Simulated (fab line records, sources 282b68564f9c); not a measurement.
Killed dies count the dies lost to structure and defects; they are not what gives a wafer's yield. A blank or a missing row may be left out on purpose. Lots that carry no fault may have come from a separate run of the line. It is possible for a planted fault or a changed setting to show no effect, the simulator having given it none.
fab line records	flow ritCmos	part 1 of 2: steps 1 to 28 of 39
record lots=5	wafers=15	lastDay=7
route steps=202 shown NRETRO@53 PRETRO@64 GATE@75 FOX2@80
lots that met no fault: taken from a fault-free run of the same line
startH: the number of hours between the record's first day and the start of the first shown wafer of the lot	waitH: how many hours have passed since the lot's step before this one	" identical to the entry in the row above	L1.1+2: one row covering several wafers at once	- either no value or no given start	* or withheld: withheld	< > ~ a bound
route shown NAME@n: names a module that has steps shown in the file, with the first one's number in the route	usual: average and standard deviation across the fault-free wafers	same: alike in all rows	chamber/n: place in a boat	sites: each site's reading	_std_site: the standard deviation of these	_edge_site: mean of outer sites minus mean of inner sites	radiusMm: how far each site lies from the wafer's centre	mask NAME#n: copy n	behind: the most recent tool/chamber to have shaped the wafer	hold: why the lot went on hold/how many hours it stayed there/how the hold came to an end	device: transistor that didn't switch, given as n, p or np	end of line: at the end of the route, the tests of the same wafers	step lacking rows: just its recipe	killed: count of dies lost to structure and defects at first sort (not the wafer's yield)	map: the dies of a wafer, with x for killed, . for not killed, _ for no die there
set.NAME: the run value of the setting; set.NAME@STEP: its run value at that earlier step	model.NAME: the simulator's own value behind a step, which no gauge read
a table for each step, a row for each wafer; lots at some steps of the route
services: the hour from which a tool's chamber was out of use, counted from the record's first day as startH (under 0 if before that day), plus the number of hours and why
## steps
# step RIT_NRETRO_HMDS_00
# recipe primeTimeS=60	primeTempC=140
# usual resistLineTempC=23.02/0.13
lot.wafer	tool	chamber	startH	waitH	resistLineTempC
L079.2	lithoTrack-02	0	55.85	0.1	23.18
L079.4	"	0	"	"	23.08
L079.6	"	0	"	"	23.09
L088.1	lithoTrack-03	0	101.69	0.1	22.99
L088.4	"	0	"	"	22.99
L088.5	"	0	"	"	23.18
L090.2	lithoTrack-03	0	112.25	0.1	22.92
L090.5	"	0	"	"	22.72
L090.6	"	0	"	"	22.99
L093.3	lithoTrack-02	0	125.10	0.1	22.90
L093.5	"	0	"	"	22.93
L093.6	"	0	"	"	22.96
L097.2	lithoTrack-02	0	147.84	0.2	23.10
L097.3	"	0	"	"	23.02
L097.6	"	0	"	"	23.21
# step RIT_NRETRO_COAT_01
# recipe resist=NOVOLAK	spinRpm=2000	resistThkNm=1300
# usual resistLineTempC=22.97/0.11
lot.wafer	tool	chamber	startH	waitH	resistLineTempC
L079.2	lithoTrack-02	0	56.00	0.1	22.94
L079.4	"	0	"	"	23.00
L079.6	"	0	"	"	23.05
L088.1	lithoTrack-03	0	101.84	0.1	22.89
L088.4	"	0	"	"	22.77
L088.5	"	0	"	"	22.91
L090.2	lithoTrack-03	0	112.40	0.1	22.89
L090.5	"	0	"	"	22.89
L090.6	"	0	"	"	22.73
L093.3	lithoTrack-02	0	125.25	0.1	22.97
L093.5	"	0	"	"	23.00
L093.6	"	0	"	"	22.99
L097.2	lithoTrack-02	0	147.99	0.1	22.87
L097.3	"	0	"	"	22.86
L097.6	"	0	"	"	22.94
# step RIT_NRETRO_SOFTBAKE_02
# recipe resist=NOVOLAK	tempC=90	timeS=60
# usual resistLineTempC=23.01/0.11
lot.wafer	tool	chamber	startH	waitH	resistLineTempC
L079.2	lithoTrack-02	0	56.15	0.1	23.13
L079.4	"	0	"	"	22.93
L079.6	"	0	"	"	23.24
L088.1	lithoTrack-03	0	101.99	0.1	23.11
L088.4	"	0	"	"	23.10
L088.5	"	0	"	"	22.93
L090.2	lithoTrack-03	0	112.55	0.1	22.83
L090.5	"	0	"	"	22.99
L090.6	"	0	"	"	22.74
L093.3	lithoTrack-02	0	125.40	0.1	23.08
L093.5	"	0	"	"	23.10
L093.6	"	0	"	"	23.11
L097.2	lithoTrack-02	0	148.14	0.1	22.92
L097.3	"	0	"	"	22.90
L097.6	"	0	"	"	22.89
# step RIT_NRETRO_EXPOSE_03
# recipe maskId=M4	na=0.57	targetCdNm=43900	doseMj=250
# same na=0.57
lot.wafer	tool	chamber	startH	waitH	mask
L079.2+4+6	ilineStepper-02	0	56.29	0.1	M4#0
L088.1+4+5	ilineStepper-02	0	102.26	0.2	M4#0
L090.2+5+6	ilineStepper-02	0	112.70	0.1	M4#0
L093.3+5+6	ilineStepper-02	0	125.54	0.1	M4#0
L097.2+3+6	ilineStepper-01	0	148.29	0.1	M4#0
# step RIT_NRETRO_PEB_04
# recipe resist=NOVOLAK	tempC=withheld	timeS=withheld
# usual resistLineTempC=*
lot.wafer	tool	chamber	startH	waitH	resistLineTempC
L079.2	lithoTrack-04	0	56.42	0.1	*
L079.4	"	0	"	"	*
L079.6	"	0	"	"	*
L088.1	lithoTrack-02	0	102.38	0.1	*
L088.4	"	0	"	"	*
L088.5	"	0	"	"	*
L090.2	lithoTrack-03	0	112.82	0.1	*
L090.5	"	0	"	"	*
L090.6	"	0	"	"	*
L093.3	lithoTrack-04	0	125.67	0.1	*
L093.5	"	0	"	"	*
L093.6	"	0	"	"	*
L097.2	lithoTrack-04	0	148.41	0.1	*
L097.3	"	0	"	"	*
L097.6	"	0	"	"	*
# step RIT_NRETRO_DEVELOP_05
# recipe resist=NOVOLAK	developTimeS=68	devTempC=23
# usual resistLineTempC=23.02/0.1
lot.wafer	tool	chamber	startH	waitH	resistLineTempC
L079.2	lithoTrack-04	0	-	-	22.99
L079.4	"	0	"	"	22.82
L079.6	"	0	"	"	22.90
L088.1	lithoTrack-02	0	-	-	22.93
L088.4	"	0	"	"	23.13
L088.5	"	0	"	"	22.93
L090.2	lithoTrack-03	0	-	-	22.99
L090.5	"	0	"	"	22.96
L090.6	"	0	"	"	23.00
L093.3	lithoTrack-04	0	-	-	23.14
L093.5	"	0	"	"	23.14
L093.6	"	0	"	"	23.06
L097.2	lithoTrack-04	0	-	-	23.07
L097.3	"	0	"	"	23.30
L097.6	"	0	"	"	23.21
# step RIT_NRETRO_OVL_MEAS_06
# usual NRETRO_OVL=0.1/1.3
lot.wafer	tool	chamber	startH	waitH	NRETRO_OVL[nm]
L079.2	overlay-01	-	56.71	-	0.5
L079.4	"	-	"	"	-0.7
L079.6	"	-	"	"	-0.9
L088.1	overlay-01	-	102.69	-	-0.2
L088.4	"	-	"	"	1.6
L088.5	"	-	"	"	-1.4
L090.2	overlay-01	-	113.11	-	-0.4
L090.5	"	-	"	"	-0.1
L090.6	"	-	"	"	-0.4
L093.3	overlay-01	-	125.95	-	0.2
L093.5	"	-	"	"	0.0
L093.6	"	-	"	"	1.6
L097.2	overlay-02	-	148.70	-	-1.0
L097.3	"	-	"	"	-0.8
L097.6	"	-	"	"	-1.5
# step RIT_NRETRO_HARDBAKE_07
# recipe resist=NOVOLAK	tempC=140	timeS=120
# usual resistLineTempC=23.02/0.085
lot.wafer	tool	chamber	startH	waitH	resistLineTempC
L079.2	lithoTrack-02	0	56.78	0.1	22.91
L079.4	"	0	"	"	23.03
L079.6	"	0	"	"	22.89
L088.1	lithoTrack-04	0	102.73	0.0	23.05
L088.4	"	0	"	"	23.00
L088.5	"	0	"	"	22.88
L090.2	lithoTrack-04	0	113.19	0.1	23.04
L090.5	"	0	"	"	22.91
L090.6	"	0	"	"	22.84
L093.3	lithoTrack-04	0	126.17	0.2	23.01
L093.5	"	0	"	"	22.85
L093.6	"	0	"	"	23.13
L097.2	lithoTrack-02	0	148.78	0.1	23.07
L097.3	"	0	"	"	23.07
L097.6	"	0	"	"	22.98
# step RIT_NRETRO_IMPLANT_08
# recipe species=P	energyKev=70	doseCm2=1e+13	tiltDeg=7
# usual beamOnS=10.02/0.22
lot.wafer	tool	chamber	startH	waitH	beamOnS
L079.2	implanter-02	0	57.01	0.2	9.96
L079.4	"	0	"	"	9.78
L079.6	"	0	"	"	10.31
L088.1	implanter-02	0	102.98	0.2	9.97
L088.4	"	0	"	"	10.08
L088.5	"	0	"	"	9.58
L090.2	implanter-02	0	113.42	0.2	9.77
L090.5	"	0	"	"	9.86
L090.6	"	0	"	"	10.28
L093.3	implanter-02	0	126.38	0.2	9.90
L093.5	"	0	"	"	10.14
L093.6	"	0	"	"	10.22
L097.2	implanter-02	0	149.01	0.2	10.23
L097.3	"	0	"	"	9.97
L097.6	"	0	"	"	10.01
# step RIT_NRETRO_STRIP_09
# recipe chemistry=O2	timeS=180	resist=NOVOLAK	platenTempC=withheld	powerW=500	pressureMtorr=4000	o2FlowSccm=4000
# usual drypumpMotorCurrentA=5.62/0.18
lot.wafer	tool	chamber	startH	waitH	drypumpMotorCurrentA	rfHoursCounterH
L079.2	plasmaAsher-02	1	57.14	0.1	5.74	43
L079.4	"	1	"	"	5.74	-
L079.6	"	0	"	"	5.63	-
L088.1	plasmaAsher-02	1	103.13	0.1	5.76	48
L088.4	"	1	"	"	5.75	-
L088.5	"	0	"	"	5.62	-
L090.2	plasmaAsher-01	0	113.54	0.1	5.89	49
L090.5	"	0	"	"	5.90	-
L090.6	"	1	"	"	5.44	-
L093.3	plasmaAsher-03	1	126.54	0.1	5.40	-
L093.5	"	1	"	"	5.41	-
L093.6	"	0	"	"	5.50	-
L097.2	plasmaAsher-03	1	149.13	0.1	5.41	36
L097.3	"	1	"	"	5.40	-
L097.6	"	0	"	"	5.50	-
# step RIT_NRETRO_TW_MEAS_10
# usual NRETRO_TW=1052/6.9
lot.wafer	tool	chamber	startH	waitH	NRETRO_TW
L079.2	filmMetro-01	-	57.32	0.1	1051
L079.4	"	-	"	"	1054
L079.6	"	-	"	"	1057
L088.1	filmMetro-01	-	103.31	0.1	1050
L088.4	"	-	"	"	1052
L088.5	"	-	"	"	1048
L090.2	filmMetro-01	-	113.73	0.1	1049
L090.5	"	-	"	"	1049
L090.6	"	-	"	"	1051
L093.3	filmMetro-01	-	126.68	0.1	1053
L093.5	"	-	"	"	1056
L093.6	"	-	"	"	1048
L097.2	filmMetro-02	-	149.32	0.1	1055
L097.3	"	-	"	"	1051
L097.6	"	-	"	"	1052
# step RIT_PRETRO_HMDS_00
# recipe primeTimeS=60	primeTempC=140
# usual resistLineTempC=23.02/0.11
lot.wafer	tool	chamber	startH	waitH	resistLineTempC
L079.2	lithoTrack-02	0	57.40	0.1	23.11
L079.4	"	0	"	"	23.05
L079.6	"	0	"	"	23.19
L088.1	lithoTrack-02	0	103.52	0.2	23.00
L088.4	"	0	"	"	22.97
L088.5	"	0	"	"	23.05
L090.2	lithoTrack-02	0	113.80	0.1	22.99
L090.5	"	0	"	"	22.97
L090.6	"	0	"	"	22.97
L093.3	lithoTrack-02	0	126.77	0.1	22.89
L093.5	"	0	"	"	22.97
L093.6	"	0	"	"	23.02
L097.2	lithoTrack-04	0	149.39	0.1	23.07
L097.3	"	0	"	"	23.02
L097.6	"	0	"	"	22.92
# step RIT_PRETRO_COAT_01
# recipe resist=NOVOLAK	spinRpm=2000	resistThkNm=1300
# usual resistLineTempC=23.02/0.11
lot.wafer	tool	chamber	startH	waitH	resistLineTempC
L079.2	lithoTrack-02	0	57.55	0.1	23.05
L079.4	"	0	"	"	23.13
L079.6	"	0	"	"	23.03
L088.1	lithoTrack-02	0	103.67	0.1	22.98
L088.4	"	0	"	"	22.88
L088.5	"	0	"	"	22.90
L090.2	lithoTrack-02	0	113.95	0.1	23.20
L090.5	"	0	"	"	23.07
L090.6	"	0	"	"	23.09
L093.3	lithoTrack-02	0	126.92	0.1	23.17
L093.5	"	0	"	"	23.09
L093.6	"	0	"	"	23.10
L097.2	lithoTrack-04	0	149.54	0.1	22.99
L097.3	"	0	"	"	22.76
L097.6	"	0	"	"	23.02
# step RIT_PRETRO_SOFTBAKE_02
# recipe resist=NOVOLAK	tempC=90	timeS=60
# usual resistLineTempC=23.01/0.1
lot.wafer	tool	chamber	startH	waitH	resistLineTempC
L079.2	lithoTrack-02	0	57.70	0.1	22.96
L079.4	"	0	"	"	23.06
L079.6	"	0	"	"	22.98
L088.1	lithoTrack-02	0	103.82	0.1	23.01
L088.4	"	0	"	"	23.04
L088.5	"	0	"	"	23.02
L090.2	lithoTrack-02	0	114.10	0.1	23.19
L090.5	"	0	"	"	22.95
L090.6	"	0	"	"	23.02
L093.3	lithoTrack-02	0	127.07	0.1	22.96
L093.5	"	0	"	"	22.95
L093.6	"	0	"	"	22.86
L097.2	lithoTrack-04	0	149.69	0.1	23.03
L097.3	"	0	"	"	23.04
L097.6	"	0	"	"	23.09
# step RIT_PRETRO_EXPOSE_03
# recipe maskId=M5	na=0.57	targetCdNm=43700	doseMj=250
# same na=0.57
lot.wafer	tool	chamber	startH	waitH	mask
L079.2+4+6	ilineStepper-01	0	57.84	0.1	M5#0
L088.1+4+5	ilineStepper-01	0	104.10	0.2	M5#0
L090.2+5+6	ilineStepper-02	0	114.25	0.1	M5#0
L093.3+5+6	ilineStepper-02	0	127.33	0.2	M5#0
L097.2+3+6	ilineStepper-02	0	150.06	0.3	M5#0
# step RIT_PRETRO_PEB_04
# recipe resist=NOVOLAK	tempC=withheld	timeS=withheld
# usual resistLineTempC=*
lot.wafer	tool	chamber	startH	waitH	resistLineTempC
L079.2	lithoTrack-04	0	57.97	0.1	*
L079.4	"	0	"	"	*
L079.6	"	0	"	"	*
L088.1	lithoTrack-02	0	104.21	0.1	*
L088.4	"	0	"	"	*
L088.5	"	0	"	"	*
L090.2	lithoTrack-04	0	114.37	0.1	*
L090.5	"	0	"	"	*
L090.6	"	0	"	"	*
L093.3	lithoTrack-04	0	127.69	0.3	*
L093.5	"	0	"	"	*
L093.6	"	0	"	"	*
L097.2	lithoTrack-01	0	150.18	0.1	*
L097.3	"	0	"	"	*
L097.6	"	0	"	"	*
# step RIT_PRETRO_DEVELOP_05
# recipe resist=NOVOLAK	developTimeS=68	devTempC=23
# usual resistLineTempC=23.00/0.11
lot.wafer	tool	chamber	startH	waitH	resistLineTempC
L079.2	lithoTrack-04	0	-	-	23.20
L079.4	"	0	"	"	23.15
L079.6	"	0	"	"	23.05
L088.1	lithoTrack-02	0	-	-	23.04
L088.4	"	0	"	"	23.08
L088.5	"	0	"	"	23.15
L090.2	lithoTrack-04	0	-	-	22.86
L090.5	"	0	"	"	23.03
L090.6	"	0	"	"	22.89
L093.3	lithoTrack-04	0	-	-	23.10
L093.5	"	0	"	"	22.98
L093.6	"	0	"	"	22.88
L097.2	lithoTrack-01	0	-	-	22.94
L097.3	"	0	"	"	23.04
L097.6	"	0	"	"	23.24
# step RIT_PRETRO_OVL_MEAS_06
# usual PRETRO_OVL=0.6/1.2
lot.wafer	tool	chamber	startH	waitH	PRETRO_OVL[nm]
L079.2	overlay-02	-	58.26	-	-0.1
L079.4	"	-	"	"	-1.4
L079.6	"	-	"	"	1.0
L088.1	overlay-01	-	104.53	-	2.0
L088.4	"	-	"	"	2.3
L088.5	"	-	"	"	2.9
L090.2	overlay-01	-	114.66	-	0.8
L090.5	"	-	"	"	0.3
L090.6	"	-	"	"	0.5
L093.3	overlay-02	-	127.96	-	-0.6
L093.5	"	-	"	"	0.2
L093.6	"	-	"	"	-1.8
L097.2	overlay-02	-	150.48	-	-1.3
L097.3	"	-	"	"	-0.1
L097.6	"	-	"	"	-0.2
# step RIT_PRETRO_HARDBAKE_07
# recipe resist=NOVOLAK	tempC=140	timeS=120
# usual resistLineTempC=22.99/0.11
lot.wafer	tool	chamber	startH	waitH	resistLineTempC
L079.2	lithoTrack-04	0	58.33	0.1	22.81
L079.4	"	0	"	"	22.94
L079.6	"	0	"	"	23.03
L088.1	lithoTrack-01	0	104.56	0.0	22.99
L088.4	"	0	"	"	23.06
L088.5	"	0	"	"	23.10
L090.2	lithoTrack-01	0	114.74	0.1	23.18
L090.5	"	0	"	"	23.31
L090.6	"	0	"	"	23.06
L093.3	lithoTrack-04	0	128.07	0.1	22.92
L093.5	"	0	"	"	22.94
L093.6	"	0	"	"	23.07
L097.2	lithoTrack-04	0	150.55	0.1	23.12
L097.3	"	0	"	"	23.07
L097.6	"	0	"	"	23.02
# step RIT_PRETRO_IMPLANT_08
# recipe species=B	energyKev=45	doseCm2=1.2e+13	tiltDeg=7
# usual beamOnS=10.02/0.2
lot.wafer	tool	chamber	startH	waitH	beamOnS
L079.2	implanter-03	0	58.57	0.2	10.01
L079.4	"	0	"	"	10.03
L079.6	"	0	"	"	9.93
L088.1	implanter-03	0	104.81	0.2	9.82
L088.4	"	0	"	"	10.04
L088.5	"	0	"	"	10.21
L090.2	implanter-02	0	114.97	0.2	9.96
L090.5	"	0	"	"	9.82
L090.6	"	0	"	"	10.05
L093.3	implanter-02	0	128.29	0.2	10.10
L093.5	"	0	"	"	9.95
L093.6	"	0	"	"	9.99
L097.2	implanter-02	0	150.78	0.2	9.98
L097.3	"	0	"	"	10.05
L097.6	"	0	"	"	10.27
# step RIT_PRETRO_STRIP_09
# recipe chemistry=O2	timeS=180	resist=NOVOLAK	platenTempC=withheld	powerW=500	pressureMtorr=4000	o2FlowSccm=4000
# usual drypumpMotorCurrentA=5.7/0.32
lot.wafer	tool	chamber	startH	waitH	drypumpMotorCurrentA	rfHoursCounterH
L079.2	plasmaAsher-04	0	58.69	0.1	5.5	42
L079.4	"	0	"	"	5.4	-
L079.6	"	1	"	"	6.5	-
L088.1	plasmaAsher-02	1	104.96	0.1	5.8	48
L088.4	"	1	"	"	5.8	-
L088.5	"	0	"	"	5.6	-
L090.2	plasmaAsher-01	0	115.09	0.1	5.9	49
L090.5	"	1	"	"	5.4	-
L090.6	"	0	"	"	5.9	-
L093.3	plasmaAsher-04	0	128.45	0.1	5.5	-
L093.5	"	0	"	"	5.5	-
L093.6	"	1	"	"	6.5	-
L097.2	plasmaAsher-01	1	150.91	0.1	5.4	53
L097.3	"	0	"	"	5.9	-
L097.6	"	0	"	"	5.9	-
# step RIT_PRETRO_TW_MEAS_10
# usual PRETRO_TW=478.7/2.5
lot.wafer	tool	chamber	startH	waitH	PRETRO_TW
L079.2	filmMetro-01	-	58.88	0.1	475.0
L079.4	"	-	"	"	476.0
L079.6	"	-	"	"	476.6
L088.1	filmMetro-03	-	105.14	0.1	478.3
L088.4	"	-	"	"	478.9
L088.5	"	-	"	"	479.0
L090.2	filmMetro-02	-	115.28	0.1	476.1
L090.5	"	-	"	"	474.1
L090.6	"	-	"	"	476.2
L093.3	filmMetro-03	-	128.58	0.1	482.6
L093.5	"	-	"	"	484.6
L093.6	"	-	"	"	481.4
L097.2	filmMetro-01	-	151.09	0.1	476.2
L097.3	"	-	"	"	474.7
L097.6	"	-	"	"	476.6
# step RIT_GATE_WET_ETCH_00
# recipe chemistry=BOE	target=SiO2	targetDepthNm=56	timeS=60	dry=n2Spin	dilution=10:1	tempC=21.5
# usual tempC=21.51/0.1
lot.wafer	tool	chamber	startH	waitH	tempC
L079.2	wetBench-02	2	58.93	0.0	21.58
L079.4	"	2	"	"	21.48
L079.6	"	2	"	"	21.67
L088.1	wetBench-02	0	105.20	0.1	21.61
L088.4	"	0	"	"	21.55
L088.5	"	0	"	"	21.56
L090.2	wetBench-03	0	115.33	0.0	21.40
L090.5	"	0	"	"	21.47
L090.6	"	0	"	"	21.45
L093.3	wetBench-03	2	128.62	0.0	21.38
L093.5	"	2	"	"	21.57
L093.6	"	2	"	"	21.61
L097.2	wetBench-02	0	151.14	0.0	21.53
L097.3	"	0	"	"	21.52
L097.6	"	0	"	"	21.62
# step RIT_GATE_CLEAN_01
# recipe chemistry=SC1	mix=3:3:50	timeS=600	tempC=75
# usual tempC=75.00/0.12
lot.wafer	tool	chamber	startH	waitH	tempC
L079.2	wetBench-03	1	58.95	0.0	75.13
L079.4	"	1	"	"	74.94
L079.6	"	1	"	"	75.00
L088.1	wetBench-03	2	105.22	0.0	75.16
L088.4	"	2	"	"	74.95
L088.5	"	2	"	"	75.09
L090.2	wetBench-03	0	115.35	0.0	75.25
L090.5	"	0	"	"	75.08
L090.6	"	0	"	"	75.08
L093.3	wetBench-03	0	128.65	0.0	75.12
L093.5	"	0	"	"	75.18
L093.6	"	0	"	"	75.00
L097.2	wetBench-04	3	151.19	0.0	75.03
L097.3	"	3	"	"	75.06
L097.6	"	3	"	"	74.94
# step RIT_GATE_CLEAN_02
# recipe chemistry=dHF	dilution=50:1	timeS=30
lot.wafer	tool	chamber	startH	waitH
L079.2+4+6	wetBench-04	1	59.13	0.0
L088.1+4+5	wetBench-04	1	105.40	0.0
L090.2+5+6	wetBench-04	2	115.53	0.0
L093.3+5+6	wetBench-03	1	128.82	0.0
L097.2+3+6	wetBench-03	3	151.37	0.0
# step RIT_GATE_CLEAN_03
# recipe chemistry=SC2	mix=3:3:50	timeS=600	tempC=75	dry=n2Spin
# usual tempC=74.99/0.11
lot.wafer	tool	chamber	startH	waitH	tempC
L079.2	wetBench-02	1	59.14	0.0	74.97
L079.4	"	1	"	"	74.78
L079.6	"	1	"	"	74.83
L088.1	wetBench-02	0	105.41	0.0	75.07
L088.4	"	0	"	"	75.06
L088.5	"	0	"	"	75.09
L090.2	wetBench-03	1	115.55	0.0	75.07
L090.5	"	1	"	"	75.02
L090.6	"	1	"	"	74.92
L093.3	wetBench-03	1	128.84	0.0	75.01
L093.5	"	1	"	"	75.04
L093.6	"	1	"	"	74.92
L097.2	wetBench-02	0	151.38	0.0	74.96
L097.3	"	0	"	"	74.91
L097.6	"	0	"	"	74.88
# step RIT_GATE_CLEAN_04
# recipe chemistry=dHF	dilution=50:1	timeS=60	dry=n2Spin
lot.wafer	tool	chamber	startH	waitH
L079.2+4+6	wetBench-03	3	59.32	0.0
L088.1+4+5	wetBench-04	3	105.59	0.0
L090.2+5+6	wetBench-04	1	115.72	0.0
L093.3+5+6	wetBench-04	2	129.01	0.0
L097.2+3+6	wetBench-04	2	151.73	0.0
# step RIT_FOX2_THK_MEAS_91
# recipe reads=SiO2_of_FOX2_OXIDATION_00
# usual FIELD_OXIDE_LEFT_2_THK=258/5.6
lot.wafer	tool	chamber	startH	waitH	FIELD_OXIDE_LEFT_2_THK[nm]
L079.2	filmMetro-04	-	59.35	0.0	253
L079.4	"	-	"	"	254
L079.6	"	-	"	"	262
L088.1	filmMetro-03	-	105.61	0.0	259
L088.4	"	-	"	"	256
L088.5	"	-	"	"	260
L090.2	filmMetro-03	-	115.76	0.0	267
L090.5	"	-	"	"	266
L090.6	"	-	"	"	264
L093.3	filmMetro-03	-	129.06	0.0	257
L093.5	"	-	"	"	254
L093.6	"	-	"	"	258
L097.2	filmMetro-03	-	151.77	0.0	263
L097.3	"	-	"	"	259
L097.6	"	-	"	"	259
